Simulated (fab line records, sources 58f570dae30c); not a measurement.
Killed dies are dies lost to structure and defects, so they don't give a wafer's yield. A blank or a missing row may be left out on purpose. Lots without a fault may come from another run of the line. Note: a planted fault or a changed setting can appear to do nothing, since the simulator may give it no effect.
Which tool was responsible? -- flow berkeley_cmos170 -- 21 wafers from 7 lots sampled at 2 of the route's 331 steps

WHAT EACH GAUGE READ, for each wafer
UCB170_CONTACT_CD_MEAS_15: target cd 700 nm.
lot,measured,on,cd_nm (nm)
L402,day 7 09:15,cd_sem-02,701.1 701.0 701.5
L403,day 7 07:34,cd_sem-02,698.0 698.7 697.8
L406,day 8 14:18,cd_sem-02,701.1 701.4 702.2
L417,day 10 15:53,cd_sem-02,697.9 700.1 699.6
L420,day 11 05:37,cd_sem-02,699.2 699.3 701.4
L422,day 11 15:21,cd_sem-02,699.0 698.5 698.4

WHICH TOOL RAN EACH LOT (tool, then ch and the chambers of the sampled wafers, then the start)
lot,UCB170_PWELL_WET_ETCH_19
L402,"wet_bench-03 ch 3, day 3 14:16"
L403,"wet_bench-04 ch 3, day 3 20:09"
L406,"wet_bench-04 ch 1, day 4 12:59"
L409,"wet_bench-03 ch 1, day 5 01:53"
L417,"wet_bench-03 ch 3, day 6 15:28"
L420,"wet_bench-01 ch 0, day 7 03:11"
L422,"wet_bench-04 ch 0, day 7 17:27"
- UCB170_PWELL_WET_ETCH_19: etches Si3N4 in H3PO4, time 14400 s.

THE ANSWER, worked out from the rows above alone
Rule: what is usual is taken from the lots themselves. Put in order of their means at a reading, lots are off if they are a third of the lots or fewer, leave a main group of 4 or more, and stand apart from it by a gap of 3 or more times the standard deviation of the main group's means; of several such gaps the widest counts. Not used: any main group whose means are identical at the precision the tables above print for the reading. A lot without any number at a reading at which 4 lots or more have one is off too. Any other lot the step has rows for is counted as sound.
No lot is off on any of the readings shown, so nothing can be concluded from this.

WHAT THE SIMULATOR HAD INSERTED
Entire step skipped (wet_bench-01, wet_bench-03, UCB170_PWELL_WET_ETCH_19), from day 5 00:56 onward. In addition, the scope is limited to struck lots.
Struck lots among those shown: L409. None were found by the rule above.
